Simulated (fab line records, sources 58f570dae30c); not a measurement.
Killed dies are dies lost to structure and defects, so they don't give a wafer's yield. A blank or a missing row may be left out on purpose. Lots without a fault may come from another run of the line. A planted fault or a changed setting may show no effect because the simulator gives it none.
Problem report in the 8D (eight disciplines) form, filled by code | flow berkeley_cmos170 | the parts of the form that need people (team, actions taken, sign-off) are left out

1. THE PROBLEM
tube_center_temp_C at UCB170_GATE_OXIDATION_01 reads a mean of 844.97 C on 6 wafers of 2 lots; wafers without a fault read 849.99 C with a standard deviation of 0.079. That is -64 standard deviations from the usual mean.
The step: target thk 6.6 nm, ox time 1800 s.
First seen on wafer L824.1, day 9 13:51, on furnace-01. The record holds 42 wafers of 14 lots with a number at this step. Rule for "out", or "out of limits": more than 4 standard deviations from the usual mean. The other wafers with a number count as sound.

2. WHAT IT IS AND WHAT IT IS NOT
question                    | is                                         | is not
which readings at this step | tube_center_temp_C, tube_center_temp_C_max | -
which lots                  | L824, L827                                 | L806, L811, L812, L814, L815, L816, L818, L819, L822, L826, L828, L829
which wafers of those lots  | all that have a number                     | -
read on which tools         | furnace-01                                 | furnace-02, furnace-04
when                        | from day 9 13:51                           | up to then (27 sound wafers); but 9 sound wafers of L826, L828, L829 came after

3. SUSPECTS, AND WHAT RULES EACH OUT
Counting: a tool at a process step up to the reading stays a suspect if it ran every lot that is out and no sound lot after the first of them.
- furnace-01 at UCB170_GATE_OXIDATION_01 (target thk 6.6 nm, ox time 1800 s): kept. It ran every lot that is out, first L824 (day 9 13:51), and no sound lot after that; its last sound lot up to then is L822 (day 9 00:24). Its own readings are out on those wafers: tube_center_temp_C, tube_center_temp_C_max.
Left after counting: furnace-01 at UCB170_GATE_OXIDATION_01.

4. THE CAUSE (what the simulator had put in)
Process parameter drift: furnace-01, from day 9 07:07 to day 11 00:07, at UCB170_GATE_OXIDATION_01. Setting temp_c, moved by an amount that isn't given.
Counting left only this tool.

5. THE CHAIN OF EFFECTS, in route order
Each row: a reading whose mean over the struck wafers that have a number lies more than 3 standard deviations from the usual. Only readings for which the record gives a usual standard deviation are gone through. hours: the time from each lot's start at the first step in this table that gives one to its start at this step, as a median over the lots. sigmas: the change in usual standard deviations.
hours | step                     | reading                | usual    | on struck wafers | change | sigmas
0     | UCB170_GATE_OXIDATION_01 | spike_tc_centre_C      | 853.1 C  | 848.7            | -4.4   | -3.1
0     | UCB170_GATE_OXIDATION_01 | spike_tc_load_C        | 877.6 C  | 872.8            | -4.8   | -3.7
0     | UCB170_GATE_OXIDATION_01 | tube_center_temp_C     | 849.99 C | 844.97           | -5.02  | -64
0     | UCB170_GATE_OXIDATION_01 | tube_center_temp_C_max | 852.2    | 847.5            | -4.7   | -14
The process steps in it:
- UCB170_GATE_OXIDATION_01: target thk 6.6 nm, ox time 1800 s.
Later measuring or inspecting steps at which every struck wafer that the step has a row for has a number for every such reading, and none has moved that far: UCB170_GATE_THK_MEAS_02, UCB170_PLDD_CD_MEAS_06.

6. WHAT WOULD HAVE CAUGHT IT SOONER
In this record the first reading out of limits was taken at day 9 13:51, 7 hours after the fault began at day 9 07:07.
